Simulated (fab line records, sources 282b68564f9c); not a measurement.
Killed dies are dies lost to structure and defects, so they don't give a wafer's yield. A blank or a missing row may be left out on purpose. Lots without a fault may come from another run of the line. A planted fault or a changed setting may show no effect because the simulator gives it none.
fab line records | flow rit_cmos | part 2 of 2: steps 36 to 48 of 48
record lots=5 wafers=15 last_day=6
route steps=202 shown ACTIVE@1 FOX1@20 FOX2@23 NWELL@28 PWELL@39
lots that met no fault: from a run of the same line without faults
start_h: hours from the record's first day to the start of the lot's first wafer shown | wait_h: hours since the lot's step before | " the same as in the row above | L1.1+2: a row that stands for several wafers | - no value, or no start given | * or withheld: withheld | < > ~ a bound
route shown NAME@n: a module of which the file shows steps, and the number in the route of the first | usual: mean/standard deviation of fault-free wafers | same: alike in all rows | chamber/n: place in a boat | sites: the reading at each site | _std_site: their standard deviation | _edge_site: outer sites' mean less inner sites' | radius_mm: how far each site lies from the wafer's centre | mask NAME#n: copy n | behind: the tool/chamber that last shaped the wafer | hold: why the lot was held/for how many hours/how that ended | device: the transistor (n, p or np) that didn't switch | end of line: the same wafers' tests at the end of the route | a step without rows: its recipe alone | killed: dies lost to structure and defects at the first sort, not the wafer's yield | map: a wafer's dies, x killed, . not, _ none there
set.NAME: the setting as run; set.NAME@STEP: as run at that earlier step | model.NAME: the simulator's own value behind a step, which no gauge read
lots at some steps of the route; a table a step, a row a wafer
services: from which hour (start_h, from the record's first day; less than 0 if before it) a tool's chamber was out of use, for how many hours, and why
## steps
# step RIT_NWELL_IMPLANT_08
# recipe species=P energy_kev=172.6 dose_cm2=5e+13 tilt_deg=7
# usual beam_on_s=9.99/0.21
# columns lot.wafer tool chamber start_h wait_h beam_on_s
L074.1 implanter-02 0 23.76 0.2 9.94
L074.3 " 0 " " 10.06
L074.4 " 0 " " 10.38
L076.1 implanter-03 0 33.04 0.2 9.88
L076.2 " 0 " " 10.36
L076.4 " 0 " " 9.71
L078.1 implanter-04 0 46.43 0.2 10.09
L078.2 " 0 " " 9.95
L078.5 " 0 " " 9.96
L088.1 implanter-02 0 96.06 0.2 10.24
L088.2 " 0 " " 9.85
L088.5 " 0 " " 10.23
L090.2 implanter-04 0 104.20 0.2 9.59
L090.3 " 0 " " 9.89
L090.6 " 0 " " 9.70
# step RIT_NWELL_STRIP_09
# recipe chemistry=O2 time_s=180 resist=NOVOLAK platen_temp_c=withheld power_w=500 pressure_mtorr=4000 o2_flow_sccm=4000
# usual drypump_motor_current_A=5.8/0.41
# columns lot.wafer tool chamber start_h wait_h drypump_motor_current_A rf_hours_counter_h
L074.1 plasma_asher-02 1 23.91 0.1 6.1 35
L074.3 " 0 " " 6.1 -
L074.4 " 1 " " 6.1 -
L076.1 plasma_asher-04 1 33.19 0.1 6.2 40
L076.2 " 0 " " 5.1 40
L076.4 " 1 " " 6.1 -
L078.1 plasma_asher-03 0 46.58 0.1 6.1 25
L078.2 " 1 " " 5.4 25
L078.5 " 0 " " 6.1 -
L088.1 plasma_asher-04 1 96.21 0.1 6.1 47
L088.2 " 0 " " 5.1 47
L088.5 " 0 " " 5.1 -
L090.2 plasma_asher-02 1 104.33 0.1 6.1 44
L090.3 " 1 " " 6.2 -
L090.6 " 0 " " 6.0 -
# step RIT_NWELL_TW_MEAS_10
# usual NWELL_TW=2160/19
# columns lot.wafer tool chamber start_h wait_h NWELL_TW
L074.1 film_metro-01 - 24.08 0.1 2145
L074.3 " - " " 2138
L074.4 " - " " 2143
L076.1 film_metro-04 - 33.37 0.1 2183
L076.2 " - " " 2182
L076.4 " - " " 2187
L078.1 film_metro-04 - 46.75 0.1 2180
L078.2 " - " " 2182
L078.5 " - " " 2167
L088.1 film_metro-02 - 96.39 0.1 2146
L088.2 " - " " 2152
L088.5 " - " " 2143
L090.2 film_metro-04 - 104.51 0.1 2181
L090.3 " - " " 2166
L090.6 " - " " 2180
# step RIT_PWELL_HMDS_00
# recipe prime_time_s=60 prime_temp_c=140
# columns lot.wafer tool chamber start_h wait_h
L074.1+3+4 litho_track-02 0 24.21 0.1
L076.1+2+4 litho_track-02 0 33.43 0.1
L078.1+2+5 litho_track-02 0 46.81 0.1
L088.1+2+5 litho_track-03 0 96.52 0.1
L090.2+3+6 litho_track-03 0 104.59 0.1
# step RIT_PWELL_COAT_01
# recipe resist=NOVOLAK spin_rpm=2000 resist_thk_nm=1300
# columns lot.wafer tool chamber start_h wait_h
L074.1+3+4 litho_track-02 0 24.36 0.1
L076.1+2+4 litho_track-02 0 33.58 0.1
L078.1+2+5 litho_track-02 0 46.96 0.1
L088.1+2+5 litho_track-03 0 96.67 0.1
L090.2+3+6 litho_track-03 0 104.74 0.1
# step RIT_PWELL_SOFTBAKE_02
# recipe resist=NOVOLAK temp_c=90 time_s=60
# columns lot.wafer tool chamber start_h wait_h
L074.1+3+4 litho_track-02 0 24.51 0.1
L076.1+2+4 litho_track-02 0 33.73 0.1
L078.1+2+5 litho_track-02 0 47.11 0.1
L088.1+2+5 litho_track-03 0 96.82 0.1
L090.2+3+6 litho_track-03 0 104.89 0.1
# step RIT_PWELL_EXPOSE_03
# recipe mask_id=M3 na=0.57 target_cd_nm=43700 dose_mj=250
# usual stage_vel_mm_s=499.95/0.26
# columns lot.wafer tool chamber start_h wait_h mask stage_vel_mm_s
L074.1 iline_stepper-02 0 24.79 0.2 M3#0 500.24
L074.3 " 0 " " M3#0 499.96
L074.4 " 0 " " M3#0 500.24
L076.1 iline_stepper-02 0 34.00 0.2 M3#0 499.36
L076.2 " 0 " " M3#0 499.49
L076.4 " 0 " " M3#0 499.93
L078.1 iline_stepper-02 0 47.26 0.1 M3#0 499.85
L078.2 " 0 " " M3#0 499.55
L078.5 " 0 " " M3#0 499.77
L088.1 iline_stepper-02 0 96.97 0.1 M3#0 499.66
L088.2 " 0 " " M3#0 499.41
L088.5 " 0 " " M3#0 500.22
L090.2 iline_stepper-02 0 105.03 0.1 M3#0 499.94
L090.3 " 0 " " M3#0 499.73
L090.6 " 0 " " M3#0 499.80
# step RIT_PWELL_PEB_04
# recipe resist=NOVOLAK temp_c=withheld time_s=withheld
# columns lot.wafer tool chamber start_h wait_h
L074.1+3+4 litho_track-02 0 24.94 0.1
L076.1+2+4 litho_track-02 0 34.12 0.1
L078.1+2+5 litho_track-02 0 47.38 0.1
L088.1+2+5 litho_track-01 0 97.08 0.1
L090.2+3+6 litho_track-02 0 105.16 0.1
# step RIT_PWELL_DEVELOP_05
# recipe resist=NOVOLAK develop_time_s=68 dev_temp_c=23
# same develop_time_s=68
# columns lot.wafer tool chamber start_h wait_h
L074.1+3+4 litho_track-02 0 - -
L076.1+2+4 litho_track-02 0 - -
L078.1+2+5 litho_track-02 0 - -
L088.1+2+5 litho_track-01 0 - -
L090.2+3+6 litho_track-02 0 - -
# step RIT_PWELL_OVL_MEAS_06
# usual PWELL_OVL=-1.1/1.3
# columns lot.wafer tool chamber start_h wait_h PWELL_OVL[nm]
L074.1 overlay-01 - 25.26 - -0.2
L074.3 " - " " -0.2
L074.4 " - " " -0.9
L076.1 overlay-01 - 34.43 - 1.1
L076.2 " - " " -0.1
L076.4 " - " " 0.1
L078.1 overlay-01 - 47.69 - -0.6
L078.2 " - " " -0.1
L078.5 " - " " 1.1
L088.1 overlay-01 - 97.40 - -1.7
L088.2 " - " " -1.3
L088.5 " - " " -0.9
L090.2 overlay-01 - 105.45 - -1.3
L090.3 " - " " -2.9
L090.6 " - " " -1.7
# step RIT_PWELL_HARDBAKE_07
# recipe resist=NOVOLAK temp_c=140 time_s=120
# columns lot.wafer tool chamber start_h wait_h
L074.1+3+4 litho_track-02 0 25.29 0.0
L076.1+2+4 litho_track-03 0 34.57 0.1
L078.1+2+5 litho_track-01 0 47.73 0.0
L088.1+2+5 litho_track-03 0 97.43 0.0
L090.2+3+6 litho_track-01 0 105.52 0.1
# step RIT_PWELL_IMPLANT_08
# recipe species=B energy_kev=170 dose_cm2=7.096e+13 tilt_deg=7
# usual beam_on_s=9.99/0.21
# columns lot.wafer tool chamber start_h wait_h beam_on_s
L074.1 implanter-03 0 25.54 0.2 9.66
L074.3 " 0 " " 10.20
L074.4 " 0 " " 9.98
L076.1 implanter-04 0 34.82 0.2 9.95
L076.2 " 0 " " 9.86
L076.4 " 0 " " 10.32
L078.1 implanter-03 0 47.98 0.2 9.80
L078.2 " 0 " " 10.14
L078.5 " 0 " " 10.12
L088.1 implanter-03 0 97.68 0.2 10.01
L088.2 " 0 " " 10.32
L088.5 " 0 " " 10.02
L090.2 implanter-03 0 105.75 0.2 9.89
L090.3 " 0 " " 10.00
L090.6 " 0 " " 10.18
# step RIT_PWELL_STRIP_09
# recipe chemistry=O2 time_s=180 resist=NOVOLAK platen_temp_c=withheld power_w=500 pressure_mtorr=4000 o2_flow_sccm=4000
# usual drypump_motor_current_A=5.9/0.45
# columns lot.wafer tool chamber start_h wait_h drypump_motor_current_A rf_hours_counter_h
L074.1 plasma_asher-01 0 25.69 0.1 5.1 38
L074.3 " 1 " " 6.4 -
L074.4 " 0 " " 5.0 -
L076.1 plasma_asher-01 1 34.97 0.1 6.4 39
L076.2 " 0 " " 5.0 39
L076.4 " 1 " " 6.4 -
L078.1 plasma_asher-02 0 48.13 0.1 6.0 38
L078.2 " 1 " " 6.2 38
L078.5 " 0 " " 6.0 -
L088.1 plasma_asher-01 1 97.83 0.1 6.4 45
L088.2 " 0 " " 5.0 45
L088.5 " 0 " " 5.0 -
L090.2 plasma_asher-02 1 105.88 0.1 6.1 44
L090.3 " 1 " " 6.1 -
L090.6 " 0 " " 6.0 -
## services
# columns tool chamber start_h hours kind
rie_diel-04 2 -3.17 4.2 repair
implanter-04 - 1.04 4.7 pm
rie_diel-04 2 5.59 25.7 repair
furnace-01 - 5.79 4.1 pm
rie_diel-01 3 10.45 - clean
rie_diel-01 3 10.45 19.0 scheduled_down
rie_diel-01 3 10.45 19.0 vent_cycle
plasma_asher-01 - 10.81 3.7 repair
rie_diel-04 0 21.92 3.9 repair
implanter-04 - 30.57 3.9 repair
rie_diel-01 - 33.21 2.8 pm
plasma_asher-02 - 34.74 1.7 repair
rie_diel-01 2 37.48 6.7 repair
plasma_asher-01 - 38.09 5.4 repair
iline_stepper-01 0 51.91 - calibration
rie_diel-04 3 60.48 3.4 repair
rie_diel-01 0 64.56 14.7 repair
plasma_asher-02 - 68.80 1.6 repair
iline_stepper-01 - 71.45 5.4 repair
iline_stepper-02 - 90.61 1.7 pm
furnace-04 - 97.41 6.8 pm
plasma_asher-01 - 100.24 14.6 pm
plasma_asher-03 - 103.58 2.8 pm
